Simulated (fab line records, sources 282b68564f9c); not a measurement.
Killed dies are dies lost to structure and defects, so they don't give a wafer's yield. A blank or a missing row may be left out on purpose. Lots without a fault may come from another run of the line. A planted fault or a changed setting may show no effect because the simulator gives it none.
A struck lot beside a sound one | flow rit_cmos | 14 steps out of a route of 202
Sound: wafers L610.1, L610.2, L610.3. Struck: wafers L604.1, L604.2, L604.3. The cause comes at the end.
At each step with rows: each side's tool, then ch and its chambers, then its first start. Under that, the readings that differ: sound wafers | struck wafers | difference of the means | sigmas: that difference in standard deviations of wafers without a fault.
alike: readings whose means differ by less than 2 such deviations, and words and numbers that are the same on both sides. not compared: withheld readings, readings that some wafer has no value for, bounds like >300 that may hide the same value, and numbers for which the record gives no deviation and whose values overlap.
The two part at a step that has a row with sigmas, a row that says differs or no value, or rows on one side only. Numbers that don't overlap but have no deviation are shown without sigmas and don't part them. A reading that every wafer of one side lacks parts them only if that side has two wafers or more.

RIT_SILICIDE_RS_MEAS_02: measures by four-point-probe.
  sound on film_metro-02, day 5 07:31; struck on film_metro-02, day 4 09:50
  alike: SILICIDE_TI_RS
RIT_SILICIDE_THK_MEAS_03: measures by xrf.
  sound on film_metro-02, day 5 07:38; struck on film_metro-02, day 4 09:58
  alike: SILICIDE_TI_THK
RIT_SILICIDE_RTA_04: time 10 s, ramp up 5 s, ramp down 5 s.
  sound on rtp_anneal-02 ch 0, day 5 07:41; struck on rtp_anneal-02 ch 0, day 4 10:01
  alike: wafer_temp_C_max
then, 1 step without rows for these wafers: RIT_SILICIDE_WET_ETCH_05 (etches Ti in SPM, time 120 s).
RIT_SILICIDE_RTA_06: time 10 s, ramp up 5 s, ramp down 10 s.
  sound on rtp_anneal-01 ch 0, day 5 07:48; struck on rtp_anneal-01 ch 0, day 4 10:08
  alike: wafer_temp_C_max
RIT_CONTACT_CVD_00: deposits SiO2 from TEOS, target thk 400 nm, time 61 s.
  sound on pecvd-04 ch 0,1,2, day 5 07:52; struck on pecvd-04 ch 0,1,2, day 4 10:12
  alike: heater_power_w
RIT_CONTACT_THK_MEAS_01:
  sound on film_metro-01, day 5 07:55; struck on film_metro-01, day 4 10:15
  alike: CONTACT_TEOS_THK
then, 5 steps without rows for these wafers: RIT_CONTACT_HMDS_02 (prime time 60 s); RIT_CONTACT_COAT_03 (resist thk 1000 nm); RIT_CONTACT_SOFTBAKE_04 (time 60 s); RIT_CONTACT_EXPOSE_05 (exposes mask M11, target cd 1000 nm); RIT_CONTACT_PEB_06.
RIT_CONTACT_DEVELOP_07: develop time 120 s.
  sound on litho_track-02 ch 0, day 5 08:00; struck on litho_track-03, day 4 11:00
  no value came back on the struck wafers for chill_plate_temp_C (C), develop_time_s (s), exhaust_pa (Pa); on the sound wafers chill_plate_temp_C (C) reads 23.12 22.97 23.07
RIT_CONTACT_CD_MEAS_08: target cd 1000 nm.
  sound on cd_sem-02, day 5 09:04; struck on cd_sem-02, day 4 11:34
  reading    | sound                | struck | difference                    | sigmas
  cd_nm (nm) | 1002.8 1003.1 1003.1 | - - -  | no value on the struck wafers |

WHERE THEY PART
First at RIT_CONTACT_DEVELOP_07; last, within this record, at RIT_CONTACT_CD_MEAS_08.

WHY: what the simulator had put in
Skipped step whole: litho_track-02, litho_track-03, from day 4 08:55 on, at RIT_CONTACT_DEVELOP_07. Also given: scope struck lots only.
